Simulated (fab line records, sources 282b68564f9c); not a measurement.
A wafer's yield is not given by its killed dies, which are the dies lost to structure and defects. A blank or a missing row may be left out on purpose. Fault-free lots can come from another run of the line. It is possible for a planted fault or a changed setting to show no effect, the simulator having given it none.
A struck lot beside a sound one    flow ritCmos    40 out of 202 route steps
Sound: wafers L467.1, L467.5, L467.6. Wafers struck: L471.1, L471.2, L471.5. The cause is given at the end.
For every step that has rows: the tool of each side, followed by ch and its chambers, followed by its first start. Under that, the readings that differ: sound wafers    struck wafers    difference of the means    sigmas: that difference in standard deviations of wafers without a fault.
alike: words and numbers the same on both sides, and readings whose means are apart by under 2 such deviations; not compared: readings that were withheld, readings missing a value for some wafer, numbers with overlapping values and no deviation given by the record, and bounds like >300 which may hide the same value.
Wherever a step has rows on one side only, a row that says differs or no value, or a row with sigmas, the two part there. Numbers that don't overlap but have no deviation are shown without sigmas and don't part them. A reading that every wafer of one side lacks parts them only if that side has two wafers or more.

first, 2 steps without rows for these wafers: RIT_FOX2_CLEAN_02 (cleans in dHF, time 180 s); RIT_FOX2_WET_ETCH_03 (etches Si3N4 in H3PO4, target depth 195 nm, time 2700 s).
RIT_FOX2_THK_MEAS_90:
  struck on filmMetro-01, day 3 03:22; sound on filmMetro-01, day 2 07:47
  alike: FIELD_OXIDE_LEFT_1_THK
then, 6 steps without rows for these wafers: RIT_NWELL_HMDS_00 (prime time 60 s); RIT_NWELL_COAT_01 (resist thk 1300 nm); RIT_NWELL_SOFTBAKE_02 (time 60 s); RIT_NWELL_EXPOSE_03 (exposes mask M2, target cd 43900 nm); RIT_NWELL_PEB_04; RIT_NWELL_DEVELOP_05 (develop time 68 s).
RIT_NWELL_OVL_MEAS_06:
  struck on overlay-02, day 3 04:25; sound on overlay-01, day 2 08:44
  alike: NWELL_OVL
then, 2 steps without rows for these wafers: RIT_NWELL_HARDBAKE_07 (time 120 s); RIT_NWELL_IMPLANT_08.
RIT_NWELL_STRIP_09: strips in O2, time 180 s.
  sound on plasmaAsher-02 ch 0,1, day 2 09:10; struck on plasmaAsher-01 ch 0,1, day 3 04:52
reading                                    sound                 struck             difference  sigmas
runLengthS (s)                             207.56 208.08 207.57  72.32 72.06 72.11  -135.57     -99 or more
model.NOVOLAK_of_NWELL_COAT_01.thkNm (nm)  0 0 0                 337.9 335.2 336.3  +336.5      
  alike: drypumpMotorCurrentA
  not compared: rfHoursCounterH
RIT_NWELL_TW_MEAS_10:
  struck on filmMetro-04, day 3 05:02; sound on filmMetro-03, day 2 09:20
reading   sound           struck          difference  sigmas
NWELL_TW  2157 2154 2160  2111 2103 2122  -45         -2
then, 6 steps without rows for these wafers: RIT_PWELL_HMDS_00 (prime time 60 s); RIT_PWELL_COAT_01 (resist thk 1300 nm); RIT_PWELL_SOFTBAKE_02 (time 60 s); RIT_PWELL_EXPOSE_03 (exposes mask M3, target cd 43700 nm); RIT_PWELL_PEB_04; RIT_PWELL_DEVELOP_05 (develop time 68 s).
RIT_PWELL_OVL_MEAS_06:
  struck on overlay-01, day 3 05:58; sound on overlay-02, day 2 10:25
  alike: PWELL_OVL
then, 2 steps without rows for these wafers: RIT_PWELL_HARDBAKE_07 (time 120 s); RIT_PWELL_IMPLANT_08.
RIT_PWELL_STRIP_09: strips in O2, time 180 s.
  sound on plasmaAsher-01 ch 0,1, day 2 10:51; struck on plasmaAsher-01 ch 0,1, day 3 06:25
  alike: drypumpMotorCurrentA, runLengthS
  not compared: rfHoursCounterH
RIT_PWELL_TW_MEAS_10:
  struck on filmMetro-04, day 3 06:35; sound on filmMetro-04, day 2 11:01
  alike: PWELL_TW
then, 1 step without rows for these wafers: RIT_WELLDRIVE_ANNEAL_00 (time 14700 s).
RIT_WELLDRIVE_RS_MEAS_01: the measuring method here is four-point-probe.
  struck on filmMetro-01, day 3 12:33; sound on filmMetro-03, day 2 16:36
  alike: NWELL_RS
RIT_WELLDRIVE_RS_MEAS_02: the measuring method here is four-point-probe.
  struck on filmMetro-01, day 3 12:40; sound on filmMetro-03, day 2 16:43
  alike: PWELL_RS
then, 6 steps without rows for these wafers: RIT_NRETRO_HMDS_00 (prime time 60 s); RIT_NRETRO_COAT_01 (resist thk 1300 nm); RIT_NRETRO_SOFTBAKE_02 (time 60 s); RIT_NRETRO_EXPOSE_03 (exposes mask M4, target cd 43900 nm); RIT_NRETRO_PEB_04; RIT_NRETRO_DEVELOP_05 (develop time 68 s).
RIT_NRETRO_OVL_MEAS_06:
  struck on overlay-01, day 3 13:40; sound on overlay-02, day 2 17:50
  alike: NRETRO_OVL
then, 2 steps without rows for these wafers: RIT_NRETRO_HARDBAKE_07 (time 120 s); RIT_NRETRO_IMPLANT_08.
RIT_NRETRO_STRIP_09: strips in O2, time 180 s.
  sound on plasmaAsher-04 ch 0,1, day 2 18:17; struck on plasmaAsher-04 ch 0,1, day 3 14:07
  alike: drypumpMotorCurrentA, runLengthS
  not compared: rfHoursCounterH
RIT_NRETRO_TW_MEAS_10:
  struck on filmMetro-04, day 3 14:31; sound on filmMetro-04, day 2 18:27
reading    sound           struck    difference  sigmas
NRETRO_TW  1048 1038 1043  30 31 30  -1013       -99 or more
  not compared: hold
RIT_M1_PROBE_99:
  rows exist in the record for the sound wafers here (prober-02, day 4 00:34), none for the struck ones

WHERE THEY PART
Earliest at RIT_NWELL_STRIP_09; latest, in this record, at RIT_M1_PROBE_99.

WHY: whatever the simulator had introduced
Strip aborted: plasmaAsher-01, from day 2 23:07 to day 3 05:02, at RIT_NWELL_STRIP_09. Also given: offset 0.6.
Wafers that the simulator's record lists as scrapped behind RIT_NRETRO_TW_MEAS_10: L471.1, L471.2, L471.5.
